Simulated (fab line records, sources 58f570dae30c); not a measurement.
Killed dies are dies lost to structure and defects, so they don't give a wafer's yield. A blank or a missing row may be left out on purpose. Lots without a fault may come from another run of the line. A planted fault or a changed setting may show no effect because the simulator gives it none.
Chamber matching | flow berkeley_cmos170 | UCB170_V2_CMP_02 on cmp-01: 4 sister chambers
The step polishes SiO2. 22 wafers are shown with their chamber, then 11 later ones without.

WAFERS WITH THEIR CHAMBER
wafer  | chamber | motor_current_A (A)
L075.1 | 0       | 15.0
L075.5 | 0       | 16.0
L075.6 | 1       | 15.4
L077.4 | 0       | 15.8
L077.5 | 2       | 15.3
L077.6 | 1       | 16.3
L078.1 | 0       | 15.7
L078.3 | 2       | 15.8
L078.5 | 2       | 16.3
L083.2 | 0       | 15.6
L083.3 | 2       | 15.8
L083.4 | 1       | 16.1
L080.2 | 1       | 15.8
L080.5 | 2       | 16.5
L080.6 | 1       | 15.6
L085.3 | 2       | 16.3
L085.4 | 3       | 15.6
L085.5 | 0       | 15.0
L088.2 | 2       | 16.5
L088.4 | 1       | 15.2
L088.6 | 1       | 15.6
L089.3 | 3       | 15.5

SIGNATURES (means of the wafers above)
reading         | chamber 0 | chamber 1 | chamber 2 | chamber 3 | scatter within a chamber
motor_current_A | 15.517    | 15.714    | 16.071    | 15.550    | 0.408
Rule: a wafer's distance from a chamber is the root of the sum, over the readings, of the square of ((its reading less the chamber's mean) divided by the reading's scatter). The wafer belongs to the nearest chamber; if the next one is less than 2 further off, it can't be placed. The scatter: the root of (the sum of the squares of (reading less its chamber's mean) over the shown wafers, divided by (wafers less chambers)).

WAFERS WITHOUT THEIR CHAMBER
wafer  | motor_current_A (A)
L089.5 | 15.3
L089.6 | 15.9
L090.1 | 15.7
L090.2 | 14.6
L090.6 | 16.4
L093.2 | 15.9
L093.4 | 15.4
L093.6 | 16.0
L095.2 | 15.9
L095.5 | 16.1
L095.6 | 15.7

WHICH CHAMBER EACH WENT THROUGH
wafer  | from the rows above               | in truth
L089.5 | can't be placed: 0 or 3 or 1 or 2 | 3
L089.6 | can't be placed: 2 or 1 or 3 or 0 | 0
L090.1 | can't be placed: 1 or 3 or 0 or 2 | 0
L090.2 | can't be placed: 0 or 3 or 1 or 2 | 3
L090.6 | can't be placed: 2 or 1 or 3 or 0 | 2
L093.2 | can't be placed: 2 or 1 or 3 or 0 | 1
L093.4 | can't be placed: 0 or 3 or 1 or 2 | 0
L093.6 | can't be placed: 2 or 1 or 3 or 0 | 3
L095.2 | can't be placed: 2 or 1 or 3 or 0 | 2
L095.5 | can't be placed: 2 or 1 or 3 or 0 | 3
L095.6 | can't be placed: 1 or 3 or 0 or 2 | 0
Placed correctly: 0 of 11. Can't be placed from these rows: 11 (the true chamber is among the candidates in 11). Placed wrongly: 0.
